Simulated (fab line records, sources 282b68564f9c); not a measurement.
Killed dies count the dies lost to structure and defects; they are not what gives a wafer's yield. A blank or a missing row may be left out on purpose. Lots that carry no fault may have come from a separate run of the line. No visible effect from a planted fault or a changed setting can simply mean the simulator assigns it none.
fab line records | flow ritCmos
[record] lots = 6 | wafers = 18 | lastDay = 6
route steps=202 shown NWELL@35 PWELL@39 WELLDRIVE@50 NRETRO@53 M1@202
lots that met no fault: from a run of the same line without faults
startH: start of the lot's first displayed wafer, in hours after the record's first day | waitH: how many hours have passed since the lot's step before this one | " identical to the entry in the row above | L1.1+2: a single row standing in for several wafers | - value missing, or start not given | * or withheld: withheld | < > ~ a bound
route shown NAME@n: a module of which the file shows steps, and the number in the route of the first | usual: mean and standard deviation over wafers with no fault | same: alike in all rows | chamber/n: place in a boat | sites: readings site by site | _std_site: the standard deviation of these | _edge_site: mean of outer sites minus mean of inner sites | radiusMm: how far each site lies from the wafer's centre | mask NAME#n: copy n | behind: the tool/chamber that last shaped the wafer | hold: what put the lot on hold/how long, in hours/how the hold closed | device: names the non-switching transistor (n, p or np) | end of line: at the end of the route, the tests of the same wafers | for a step that has no rows: nothing shown but its recipe | killed: the dies lost at the first sort to structure and to defects; this is not the yield of the wafer | map: the dies of a wafer, with x for killed, . for not killed, _ for no die there
set.NAME: the setting as run; set.NAME@STEP: as run at that earlier step | model.NAME: the simulator's own value behind a step, which no gauge read
certain route steps with their lots: each step a table, each wafer a row
services: when a tool's chamber went out of use (startH, in hours from the record's first day, below 0 if earlier), for how many hours, and the reason
[[steps]]
[step RIT_NWELL_HARDBAKE_07]
[recipe] resist = NOVOLAK | tempC = 140 | timeS = 120
[step RIT_NWELL_IMPLANT_08]
[recipe] species = P | energyKev = 170 | doseCm2 = 5e+13 | tiltDeg = 7
[step RIT_NWELL_STRIP_09]
[recipe] chemistry = O2 | timeS = 180 | resist = NOVOLAK | platenTempC = withheld | powerW = 500 | pressureMtorr = 4000 | o2FlowSccm = 4000
[usual] drypumpMotorCurrentA = 6.0/0.59
lot.wafer | tool           | chamber | startH | waitH | drypumpMotorCurrentA | rfHoursCounterH
L774.2    | plasmaAsher-01 | 0       | 47.25  | 0.1   | 6.1                  | 38
L774.4    | "              | 1       | "      | "     | 6.0                  | -
L774.5    | "              | 1       | "      | "     | 6.0                  | -
L777.1    | plasmaAsher-02 | 0       | 62.76  | 0.1   | 6.8                  | 38
L777.2    | "              | 1       | "      | "     | 5.0                  | 38
L777.5    | "              | 1       | "      | "     | 4.9                  | -
L783.1    | plasmaAsher-01 | 1       | 90.83  | 0.1   | 6.0                  | 43
L783.2    | "              | 0       | "      | "     | 6.1                  | 43
L783.6    | "              | 1       | "      | "     | 6.1                  | -
L784.4    | plasmaAsher-01 | 0       | 98.03  | 0.1   | 6.1                  | -
L784.5    | "              | 1       | "      | "     | 6.0                  | -
L784.6    | "              | 0       | "      | "     | 6.1                  | -
L786.2    | plasmaAsher-04 | 0       | 106.06 | 0.1   | 5.9                  | 30
L786.4    | "              | 1       | "      | "     | 6.6                  | -
L786.6    | "              | 1       | "      | "     | 6.6                  | -
L788.3    | plasmaAsher-04 | 1       | 116.03 | 0.1   | 6.6                  | -
L788.5    | "              | 0       | "      | "     | 5.9                  | -
L788.6    | "              | 1       | "      | "     | 6.6                  | -
[step RIT_NWELL_TW_MEAS_10]
[usual] NWELL_TW = 2144/20
lot.wafer | tool         | chamber | startH | waitH | NWELL_TW
L774.2    | filmMetro-02 | -       | 47.44  | 0.1   | 2123
L774.4    | "            | -       | "      | "     | 2129
L774.5    | "            | -       | "      | "     | 2123
L777.1    | filmMetro-02 | -       | 62.93  | 0.1   | 2131
L777.2    | "            | -       | "      | "     | 2127
L777.5    | "            | -       | "      | "     | 2125
L783.1    | filmMetro-02 | -       | 91.00  | 0.1   | 2120
L783.2    | "            | -       | "      | "     | 2122
L783.6    | "            | -       | "      | "     | 2122
L784.4    | filmMetro-04 | -       | 98.18  | 0.1   | 2140
L784.5    | "            | -       | "      | "     | 2135
L784.6    | "            | -       | "      | "     | 2128
L786.2    | filmMetro-04 | -       | 106.24 | 0.1   | 2149
L786.4    | "            | -       | "      | "     | 2145
L786.6    | "            | -       | "      | "     | 2143
L788.3    | filmMetro-02 | -       | 116.16 | 0.1   | 2123
L788.5    | "            | -       | "      | "     | 2116
L788.6    | "            | -       | "      | "     | 2124
[step RIT_PWELL_HMDS_00]
[recipe] primeTimeS = 60 | primeTempC = 140
[step RIT_PWELL_COAT_01]
[recipe] resist = NOVOLAK | spinRpm = 2000 | resistThkNm = 1300
[step RIT_PWELL_SOFTBAKE_02]
[recipe] resist = NOVOLAK | tempC = 90 | timeS = 60
[step RIT_PWELL_EXPOSE_03]
[recipe] maskId = M3 | na = 0.57 | targetCdNm = 43700 | doseMj = 250
[step RIT_PWELL_PEB_04]
[recipe] resist = NOVOLAK | tempC = withheld | timeS = withheld
[step RIT_PWELL_DEVELOP_05]
[recipe] resist = NOVOLAK | developTimeS = 68 | devTempC = 23
[step RIT_PWELL_OVL_MEAS_06]
[usual] PWELL_OVL = -1.0/1.5
lot.wafer | tool       | chamber | startH | waitH | PWELL_OVL[nm]
L774.2    | overlay-01 | -       | 48.63  | -     | 0.6
L774.4    | "          | -       | "      | "     | -0.8
L774.5    | "          | -       | "      | "     | 0.3
L777.1    | overlay-02 | -       | 64.00  | -     | 1.0
L777.2    | "          | -       | "      | "     | 0.9
L777.5    | "          | -       | "      | "     | 0.1
L783.1    | overlay-02 | -       | 91.94  | -     | -2.1
L783.2    | "          | -       | "      | "     | -1.3
L783.6    | "          | -       | "      | "     | -1.0
L784.4    | overlay-01 | -       | 99.18  | -     | 1.5
L784.5    | "          | -       | "      | "     | 0.9
L784.6    | "          | -       | "      | "     | -1.7
L786.2    | overlay-02 | -       | 107.30 | -     | -1.6
L786.4    | "          | -       | "      | "     | -0.9
L786.6    | "          | -       | "      | "     | -0.6
L788.3    | overlay-02 | -       | 117.12 | -     | 0.1
L788.5    | "          | -       | "      | "     | -0.2
L788.6    | "          | -       | "      | "     | -0.2
[step RIT_PWELL_HARDBAKE_07]
[recipe] resist = NOVOLAK | tempC = 140 | timeS = 120
[step RIT_PWELL_IMPLANT_08]
[recipe] species = B | energyKev = 170 | doseCm2 = 7e+13 | tiltDeg = 7
[usual] doseIonsCm2 = 6.999e+13/7e+10 | faradayCurrentUA = 222/4.3
lot.wafer | tool         | chamber | startH | waitH | doseIonsCm2 | faradayCurrentUA
L774.2    | implanter-03 | 0       | 48.99  | 0.2   | 7.004e+13   | 225
L774.4    | "            | 0       | "      | "     | 6.995e+13   | 219
L774.5    | "            | 0       | "      | "     | 6.995e+13   | 223
L777.1    | implanter-04 | 0       | 64.28  | 0.2   | 6.997e+13   | 224
L777.2    | "            | 0       | "      | "     | 7.008e+13   | 224
L777.5    | "            | 0       | "      | "     | 6.995e+13   | 218
L783.1    | implanter-03 | 0       | 92.23  | 0.2   | 1.1446e+14  | 358
L783.2    | "            | 0       | "      | "     | 1.1427e+14  | 362
L783.6    | "            | 0       | "      | "     | 1.1422e+14  | 366
L784.4    | implanter-01 | 0       | 99.52  | 0.2   | 6.995e+13   | 226
L784.5    | "            | 0       | "      | "     | 6.997e+13   | 227
L784.6    | "            | 0       | "      | "     | 7.003e+13   | 214
L786.2    | implanter-03 | 0       | 107.61 | 0.2   | 1.1446e+14  | 358
L786.4    | "            | 0       | "      | "     | 1.1441e+14  | 367
L786.6    | "            | 0       | "      | "     | 1.1431e+14  | 371
L788.3    | implanter-04 | 0       | 117.45 | 0.2   | 6.996e+13   | 220
L788.5    | "            | 0       | "      | "     | 7.007e+13   | 217
L788.6    | "            | 0       | "      | "     | 7.003e+13   | 220
[step RIT_PWELL_STRIP_09]
[recipe] chemistry = O2 | timeS = 180 | resist = NOVOLAK | platenTempC = withheld | powerW = 500 | pressureMtorr = 4000 | o2FlowSccm = 4000
[usual] drypumpMotorCurrentA = 6.11/0.27
lot.wafer | tool           | chamber | startH | waitH | drypumpMotorCurrentA | rfHoursCounterH
L774.2    | plasmaAsher-03 | 0       | 49.12  | 0.1   | 6.36                 | 43
L774.4    | "              | 0       | "      | "     | 6.38                 | -
L774.5    | "              | 1       | "      | "     | 5.77                 | -
L777.1    | plasmaAsher-01 | 1       | 64.43  | 0.1   | 6.03                 | 40
L777.2    | "              | 0       | "      | "     | 6.09                 | 40
L777.5    | "              | 1       | "      | "     | 6.02                 | -
L783.1    | plasmaAsher-01 | 1       | 92.38  | 0.1   | 6.00                 | 43
L783.2    | "              | 0       | "      | "     | 6.10                 | 43
L783.6    | "              | 0       | "      | "     | 6.10                 | -
L784.4    | plasmaAsher-03 | 0       | 99.66  | 0.1   | 6.33                 | -
L784.5    | "              | 0       | "      | "     | 6.32                 | -
L784.6    | "              | 1       | "      | "     | 5.77                 | -
L786.2    | plasmaAsher-01 | 1       | 107.73 | 0.1   | 6.05                 | 45
L786.4    | "              | 0       | "      | "     | 6.09                 | -
L786.6    | "              | 1       | "      | "     | 6.04                 | -
L788.3    | plasmaAsher-01 | 0       | 117.61 | 0.1   | 6.11                 | -
L788.5    | "              | 0       | "      | "     | 6.10                 | -
L788.6    | "              | 1       | "      | "     | 6.00                 | -
[step RIT_PWELL_TW_MEAS_10]
[usual] PWELL_TW = 957/8.5
lot.wafer | tool         | chamber | startH | waitH | PWELL_TW
L774.2    | filmMetro-04 | -       | 49.30  | 0.1   | 964
L774.4    | "            | -       | "      | "     | 966
L774.5    | "            | -       | "      | "     | 961
L777.1    | filmMetro-02 | -       | 64.61  | 0.1   | 939
L777.2    | "            | -       | "      | "     | 938
L777.5    | "            | -       | "      | "     | 942
L783.1    | filmMetro-04 | -       | 92.55  | 0.1   | 1137
L783.2    | "            | -       | "      | "     | 1131
L783.6    | "            | -       | "      | "     | 1131
L784.4    | filmMetro-04 | -       | 99.80  | 0.1   | 946
L784.5    | "            | -       | "      | "     | 947
L784.6    | "            | -       | "      | "     | 948
L786.2    | filmMetro-02 | -       | 107.92 | 0.1   | 1107
L786.4    | "            | -       | "      | "     | 1107
L786.6    | "            | -       | "      | "     | 1106
L788.3    | filmMetro-04 | -       | 117.74 | 0.1   | 948
L788.5    | "            | -       | "      | "     | 953
L788.6    | "            | -       | "      | "     | 950
[step RIT_WELLDRIVE_ANNEAL_00]
[recipe] tempC = 1100 | timeS = 14700 | ambient = N2
[step RIT_WELLDRIVE_RS_MEAS_01]
[recipe] thkMeasGauge = four-point-probe
[usual] NWELL_RS = 275.5/0.82
lot.wafer | tool         | chamber | startH | waitH | NWELL_RS[ohm/sq]
L774.2    | filmMetro-02 | -       | 54.46  | 0.0   | 275.4
L774.4    | "            | -       | "      | "     | 275.6
L774.5    | "            | -       | "      | "     | 274.8
L777.1    | filmMetro-04 | -       | 69.75  | 0.0   | 275.4
L777.2    | "            | -       | "      | "     | 275.7
L777.5    | "            | -       | "      | "     | 275.0
L783.1    | filmMetro-02 | -       | 98.15  | 0.0   | 276.5
L783.2    | "            | -       | "      | "     | 275.2
L783.6    | "            | -       | "      | "     | 275.4
L784.4    | filmMetro-01 | -       | 104.98 | 0.1   | 276.9
L784.5    | "            | -       | "      | "     | 277.0
L784.6    | "            | -       | "      | "     | 276.7
L786.2    | filmMetro-02 | -       | 114.10 | 0.0   | 275.0
L786.4    | "            | -       | "      | "     | 275.4
L786.6    | "            | -       | "      | "     | 275.7
L788.3    | filmMetro-02 | -       | 122.91 | 0.0   | 276.4
L788.5    | "            | -       | "      | "     | 276.2
L788.6    | "            | -       | "      | "     | 275.5
[step RIT_WELLDRIVE_RS_MEAS_02]
[recipe] thkMeasGauge = four-point-probe
[usual] PWELL_RS = 429.6/1.2
lot.wafer | tool         | chamber | startH | waitH | PWELL_RS[ohm/sq]
L774.2    | filmMetro-02 | -       | 54.58  | 0.1   | 429.4
L774.4    | "            | -       | "      | "     | 428.8
L774.5    | "            | -       | "      | "     | 429.5
L777.1    | filmMetro-04 | -       | 69.87  | 0.1   | 430.3
L777.2    | "            | -       | "      | "     | 430.5
L777.5    | "            | -       | "      | "     | 430.6
L783.1    | filmMetro-02 | -       | 98.27  | 0.1   | 317.1
L783.2    | "            | -       | "      | "     | 317.1
L783.6    | "            | -       | "      | "     | 317.9
L784.4    | filmMetro-01 | -       | 105.10 | 0.1   | 430.9
L784.5    | "            | -       | "      | "     | 431.7
L784.6    | "            | -       | "      | "     | 431.3
L786.2    | filmMetro-02 | -       | 114.22 | 0.1   | 317.1
L786.4    | "            | -       | "      | "     | 317.6
L786.6    | "            | -       | "      | "     | 317.4
L788.3    | filmMetro-02 | -       | 123.03 | 0.1   | 431.5
L788.5    | "            | -       | "      | "     | 431.5
L788.6    | "            | -       | "      | "     | 431.7
[step RIT_NRETRO_HMDS_00]
[recipe] primeTimeS = 60 | primeTempC = 140
[step RIT_M1_PROBE_99]
[usual] killedAtContacts = 0.1/0.28 | killedAtFrontEnd = 6.5/3 | killedDies = 7/3 | killedOpen = 3.2/2 | killedShort = 3.2/1.9
[same] grossDies = 264 | killed_at_M0_to_M3 = 0 | killed_at_M4_up = 0 | killedAtBackSide = 0 | killedAtOther = 0
lot.wafer | tool      | chamber | startH | waitH | killedAtContacts | killedAtFrontEnd | killedDies | killedOpen | killedShort | model.etest.nmos_0p3.rOnOhmUm | model.etest.nmos_0p15.rOnOhmUm | model.etest.pwellPinched.rsOhmSq | model.etest.nmosTurned.driveUaUm | model.etest.nmos_0p15.driveUaUm | model.etest.pwell.rsOhmSq | model.etest.nmosNarrow.driveUaUm | model.etest.nmos_0p3.driveUaUm
L774.2    | prober-02 | -       | 82.96  | 0.1   | 0                | 4                | 4          | 1          | 3           | 2249                          | 1192                           | 458.1                            | 313.3                            | 440.1                           | 413.7                     | 211.8                            | 212.7
L774.4    | prober-02 | -       | 83.06  | 0.2   | 0                | 6                | 6          | 2          | 4           | 2246                          | 1191                           | 467.6                            | 319.4                            | 448.2                           | 417.7                     | 215.2                            | 216.4
L774.5    | prober-02 | -       | 83.11  | 0.2   | 0                | 5                | 5          | 2          | 3           | 2272                          | 1196                           | 463.3                            | 320                              | 448.2                           | 411.9                     | 212.8                            | 213
L777.1    | prober-01 | -       | 98.67  | 0.1   | 0                | 8                | 8          | 4          | 4           | 2151                          | 1145                           | 450.4                            | 333.4                            | 464.6                           | 411.4                     | 223.4                            | 225.6
L777.2    | prober-01 | -       | 98.72  | 0.1   | 0                | 7                | 7          | 5          | 2           | 2170                          | 1158                           | 452.8                            | 317.9                            | 459.6                           | 418.1                     | 225.5                            | 229
L777.5    | prober-01 | -       | 98.87  | 0.2   | 0                | 7                | 7          | 5          | 2           | 2131                          | 1137                           | 451.5                            | 332.9                            | 461.1                           | 413.9                     | 227.6                            | 230.2
L783.1    | prober-01 | -       | 126.13 | 0.1   | 0                | 5                | 5          | 2          | 2           | 2586                          | 1248                           | 333.1                            | 224.9                            | 364.1                           | 306.5                     | 158.3                            | 156.9
L783.2    | prober-01 | -       | 126.18 | 0.1   | 1                | 1                | 2          | 1          | 1           | 2642                          | 1322                           | 334                              | 222.4                            | 366.7                           | 302.6                     | 163.6                            | 161.6
L783.6    | prober-01 | -       | 126.38 | 0.2   | 0                | 1                | 1          | 0          | 1           | 2590                          | 1254                           | 332.2                            | 227                              | 361.9                           | 303.4                     | 160.8                            | 158.8
L784.4    | prober-02 | -       | 134.07 | 0.2   | 0                | 4                | 4          | 3          | 1           | 2233                          | 1159                           | 458.6                            | 292.9                            | 440                             | 417.2                     | 207.3                            | 213.4
L784.5    | prober-02 | -       | 134.12 | 0.2   | 0                | 9                | 9          | 4          | 3           | 2239                          | 1175                           | 466.9                            | 298.3                            | 443.1                           | 421.8                     | 210.6                            | 215.3
L784.6    | prober-02 | -       | 134.17 | 0.2   | 0                | 4                | 4          | 0          | 4           | 2219                          | 1121                           | 458.1                            | 307.6                            | 453.4                           | 419.2                     | 215.5                            | 214.9
L786.2    | prober-02 | -       | 142.73 | 0.1   | 0                | 8                | 8          | 5          | 3           | 2635                          | 1282                           | 330.4                            | 221.5                            | 353.1                           | 305.2                     | 152.2                            | 150.7
L786.4    | prober-02 | -       | 142.83 | 0.2   | 0                | 5                | 5          | 2          | 3           | 2652                          | 1300                           | 330.9                            | 221.5                            | 357.8                           | 304.5                     | 153.4                            | 154.2
L786.6    | prober-02 | -       | 142.93 | 0.2   | 0                | 8                | 8          | 5          | 3           | 2651                          | 1282                           | 333                              | 219                              | 351                             | 305.9                     | 152.3                            | 152.6
L788.3    | prober-02 | -       | 153.18 | 0.2   | 0                | 7                | 7          | 5          | 2           | 2087                          | 1104                           | 470.9                            | 338.4                            | 501.3                           | 421.9                     | 243.7                            | 243.2
L788.5    | prober-02 | -       | 153.28 | 0.2   | 0                | 7                | 7          | 4          | 3           | 2056                          | 1107                           | 460.3                            | 331.2                            | 497.1                           | 418.9                     | 241.5                            | 246.2
L788.6    | prober-02 | -       | 153.33 | 0.2   | 0                | 7                | 7          | 3          | 4           | 2117                          | 1120                           | 462.6                            | 331.2                            | 484.7                           | 417.2                     | 238.8                            | 238.5
// killed by level:class
L774.2 FOX2:geometricParticle:short=1 GATE:geometricParticle:open=1 GATE:geometricParticle:short=1 SILICIDE:geometricParticle:short=1
L774.4 GATE:geometricParticle:short=3 FOX1:geometricParticle:open=1 GATE:geometricParticle:open=1 REOX:geometricParticle:short=1
L774.5 GATE:geometricParticle:short=2 FOX1:geometricParticle:open=1 GATE:geometricParticle:open=1 SILICIDE:geometricParticle:short=1
L777.1 GATE:geometricParticle:open=3 GATE:geometricParticle:short=3 FOX2:geometricParticle:open=1 SILICIDE:geometricParticle:short=1
L777.2 GATE:geometricParticle:short=2 GATE:geometricParticle:open=2 SPACER:geometricParticle:open=2 FOX1:geometricParticle:open=1
L777.5 REOX:geometricParticle:open=2 FOX1:geometricParticle:open=1 GATE:geometricParticle:open=1 REOX:geometricParticle:short=1 SILICIDE:geometricParticle:open=1 SILICIDE:geometricParticle:short=1
L783.1 GATE:geometricParticle:open=2 FOX2:geometricParticle:short=1 GATE:geometricParticle:short=1 NLDD:coatMicrobubblePrinted=1
L783.2 FOX2:geometricParticle:short=1 CONTACT:geometricParticle:open=1
L783.6 FOX1:geometricParticle:short=1
L784.4 GATE:geometricParticle:open=2 FOX2:geometricParticle:open=1 GATE:geometricParticle:short=1
L784.5 GATE:geometricParticle:short=2 SILICIDE:geometricParticle:open=2 NSD:coatMicrobubblePrinted=2 FOX1:geometricParticle:open=1 GATE:geometricParticle:open=1 SPACER:geometricParticle:short=1
L784.6 GATE:geometricParticle:short=2 SPACER:geometricParticle:short=1 SILICIDE:geometricParticle:short=1
L786.2 FOX1:geometricParticle:open=4 FOX1:geometricParticle:short=1 GATE:geometricParticle:open=1 REOX:geometricParticle:short=1 SILICIDE:geometricParticle:short=1
L786.4 FOX1:geometricParticle:short=1 FOX1:geometricParticle:open=1 GATE:geometricParticle:short=1 GATE:geometricParticle:open=1 REOX:geometricParticle:short=1
L786.6 FOX1:geometricParticle:short=3 FOX1:geometricParticle:open=2 GATE:geometricParticle:open=1 REOX:geometricParticle:open=1 SPACER:geometricParticle:open=1
L788.3 ACTIVE:geometricParticle:open=1 FOX2:geometricParticle:open=1 GATE:geometricParticle:short=1 REOX:geometricParticle:open=1 SPACER:geometricParticle:open=1 SPACER:geometricParticle:short=1 SILICIDE:geometricParticle:open=1
L788.5 GATE:geometricParticle:short=2 FOX1:geometricParticle:open=1 FOX1:geometricParticle:short=1 REOX:geometricParticle:open=1 SPACER:geometricParticle:open=1 SILICIDE:geometricParticle:open=1
L788.6 SPACER:geometricParticle:open=2 FOX2:geometricParticle:short=1 GATE:geometricParticle:short=1 GATE:geometricParticle:open=1 SPACER:geometricParticle:short=1 SILICIDE:geometricParticle:short=1
[[services]]
tool           | chamber | startH | hours | kind
implanter-04   | -       | 27.00  | 2.8   | repair
implanter-04   | -       | 37.16  | 0.6   | repair
implanter-03   | -       | 41.97  | 2.5   | repair
implanter-04   | -       | 47.88  | 2.1   | pm
plasmaAsher-02 | -       | 50.39  | 3.1   | repair
plasmaAsher-04 | -       | 78.37  | 17.6  | repair
implanter-01   | -       | 104.28 | 4.5   | repair
implanter-04   | -       | 106.25 | 1.9   | repair
plasmaAsher-03 | -       | 108.75 | 9.0   | pm
plasmaAsher-03 | 0       | 108.75 | 9.0   | ventCycle
plasmaAsher-03 | 1       | 108.75 | 9.0   | ventCycle
plasmaAsher-02 | -       | 111.69 | 0.8   | repair
implanter-03   | -       | 113.44 | 3.2   | repair
implanter-01   | -       | 115.99 | 44.0  | pm
[[key]]
[firstSign] step = RIT_PWELL_IMPLANT_08 | reading = doseIonsCm2 | direction = up | sigmas = 99+ | usual = 6.999e+13 | struck = 1.1436e+14
[effect] step = RIT_PWELL_IMPLANT_08 | reading = faradayCurrentUA | direction = up | sigmas = 33 | usual = 222 | struck = 364
[effect] step = RIT_PWELL_TW_MEAS_10 | reading = PWELL_TW | direction = up | sigmas = 19 | usual = 957 | struck = 1120
[effect] step = RIT_WELLDRIVE_RS_MEAS_02 | reading = PWELL_RS | direction = down | sigmas = 93 | usual = 429.6 | struck = 317.4
[modelEffect] step = RIT_M1_PROBE_99 | value = etest.nmos_0p3.rOnOhmUm | without = 2139 | struck = 2626
metAt RIT_PWELL_IMPLANT_08
struckWafers L783.1,L783.2,L783.6,L786.2,L786.4,L786.6
testerLeftOut L783,L786
onsetBetween 48.99 92.23
[fault] kind = processParameterDrift | tool = implanter-03 | chamber = - | onsetH = 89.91 | steps = RIT_PWELL_IMPLANT_08 | channel = doseCm2 | offset = 4.4358e+13 | shape = step | endH = 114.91 | actsIn = theseRecipesOnly | stated = 7e+13
// testerLeftOut: of these lots the tester's yield and bins aren't shown, on N5 and GAA mostly nor the transistor test; their killed dies are dies lost to structure and defects alone, not to doping, threshold or leakage, so they don't give the yield
